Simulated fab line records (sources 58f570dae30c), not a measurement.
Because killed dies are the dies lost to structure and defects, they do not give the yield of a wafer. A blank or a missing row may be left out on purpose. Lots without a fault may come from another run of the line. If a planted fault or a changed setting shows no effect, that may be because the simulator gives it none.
Chamber matching || flow berkeley_cmos170 || 3 sister chambers for UCB170_SPACER_CVD_00 on pecvd-02
The step deposits SiO2 from TEOS/O2, target thk 376 nm, time 47 s. 18 wafers are shown with their chamber, then 9 later ones without.

WAFERS, EACH WITH ITS CHAMBER
{"wafer": "L960.3", "chamber": 1, "heater_power_w (W)": 374, "rf_fwd_power_W (W)": 540.0}
{"wafer": "L960.4", "chamber": 1, "heater_power_w (W)": 383, "rf_fwd_power_W (W)": 544.6}
{"wafer": "L960.6", "chamber": 2, "heater_power_w (W)": 256, "rf_fwd_power_W (W)": 545.5}
{"wafer": "L961.1", "chamber": 2, "heater_power_w (W)": 273, "rf_fwd_power_W (W)": 544.9}
{"wafer": "L961.4", "chamber": 0, "heater_power_w (W)": 291, "rf_fwd_power_W (W)": 546.1}
{"wafer": "L961.5", "chamber": 1, "heater_power_w (W)": 318, "rf_fwd_power_W (W)": 545.8}
{"wafer": "L963.2", "chamber": 2, "heater_power_w (W)": 224, "rf_fwd_power_W (W)": 546.3}
{"wafer": "L963.4", "chamber": 1, "heater_power_w (W)": 387, "rf_fwd_power_W (W)": 541.9}
{"wafer": "L963.5", "chamber": 2, "heater_power_w (W)": 240, "rf_fwd_power_W (W)": 547.9}
{"wafer": "L974.3", "chamber": 2, "heater_power_w (W)": 206, "rf_fwd_power_W (W)": 547.5}
{"wafer": "L974.5", "chamber": 0, "heater_power_w (W)": 291, "rf_fwd_power_W (W)": 548.4}
{"wafer": "L974.6", "chamber": 1, "heater_power_w (W)": 321, "rf_fwd_power_W (W)": 544.7}
{"wafer": "L975.2", "chamber": 0, "heater_power_w (W)": 242, "rf_fwd_power_W (W)": 540.7}
{"wafer": "L975.4", "chamber": 0, "heater_power_w (W)": 251, "rf_fwd_power_W (W)": 544.3}
{"wafer": "L975.6", "chamber": 1, "heater_power_w (W)": 323, "rf_fwd_power_W (W)": 544.1}
{"wafer": "L978.2", "chamber": 1, "heater_power_w (W)": 319, "rf_fwd_power_W (W)": 544.1}
{"wafer": "L978.4", "chamber": 2, "heater_power_w (W)": 265, "rf_fwd_power_W (W)": 545.6}
{"wafer": "L978.6", "chamber": 0, "heater_power_w (W)": 290, "rf_fwd_power_W (W)": 549.2}

SIGNATURES, as means of the wafers listed above
{"reading": "heater_power_w", "chamber 0": 273.00, "chamber 1": 346.43, "chamber 2": 244.00, "scatter within a chamber": 28.5}
{"reading": "rf_fwd_power_W", "chamber 0": 545.740, "chamber 1": 543.600, "chamber 2": 546.283, "scatter within a chamber": 2.27}
Rule: for a wafer and a chamber, the distance is found by dividing, reading by reading, the gap between the wafer's reading and the chamber's mean by the reading's scatter, squaring, summing and taking the root. The wafer belongs to the nearest chamber; if the next one is less than 2 further off, it can't be placed. The scatter: take each reading less its chamber's mean, square it, sum over the shown wafers, divide by the number of wafers less the number of chambers, and take the root.

WAFERS WITH NO CHAMBER GIVEN
{"wafer": "L980.1", "heater_power_w (W)": 348, "rf_fwd_power_W (W)": 544.7}
{"wafer": "L980.3", "heater_power_w (W)": 258, "rf_fwd_power_W (W)": 544.2}
{"wafer": "L980.5", "heater_power_w (W)": 273, "rf_fwd_power_W (W)": 545.9}
{"wafer": "L979.1", "heater_power_w (W)": 232, "rf_fwd_power_W (W)": 544.9}
{"wafer": "L979.2", "heater_power_w (W)": 268, "rf_fwd_power_W (W)": 544.6}
{"wafer": "L979.4", "heater_power_w (W)": 262, "rf_fwd_power_W (W)": 544.9}
{"wafer": "L981.1", "heater_power_w (W)": 400, "rf_fwd_power_W (W)": 544.1}
{"wafer": "L981.3", "heater_power_w (W)": 190, "rf_fwd_power_W (W)": 547.8}
{"wafer": "L981.5", "heater_power_w (W)": 214, "rf_fwd_power_W (W)": 545.2}

WHICH CHAMBER EACH WENT THROUGH
{"wafer": "L980.1", "from the rows above": 1, "in truth": 1}
{"wafer": "L980.3", "from the rows above": "can't be placed: 0 or 2", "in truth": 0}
{"wafer": "L980.5", "from the rows above": "can't be placed: 0 or 2", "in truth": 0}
{"wafer": "L979.1", "from the rows above": "can't be placed: 2 or 0", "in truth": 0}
{"wafer": "L979.2", "from the rows above": "can't be placed: 0 or 2", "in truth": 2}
{"wafer": "L979.4", "from the rows above": "can't be placed: 0 or 2", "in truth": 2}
{"wafer": "L981.1", "from the rows above": 1, "in truth": 1}
{"wafer": "L981.3", "from the rows above": "can't be placed: 2 or 0", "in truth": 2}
{"wafer": "L981.5", "from the rows above": "can't be placed: 2 or 0", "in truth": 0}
Placed correctly: 2 of 9. From these rows, 7 cannot be placed; in 7 the true chamber is one of the candidates. Wrongly placed: 0.
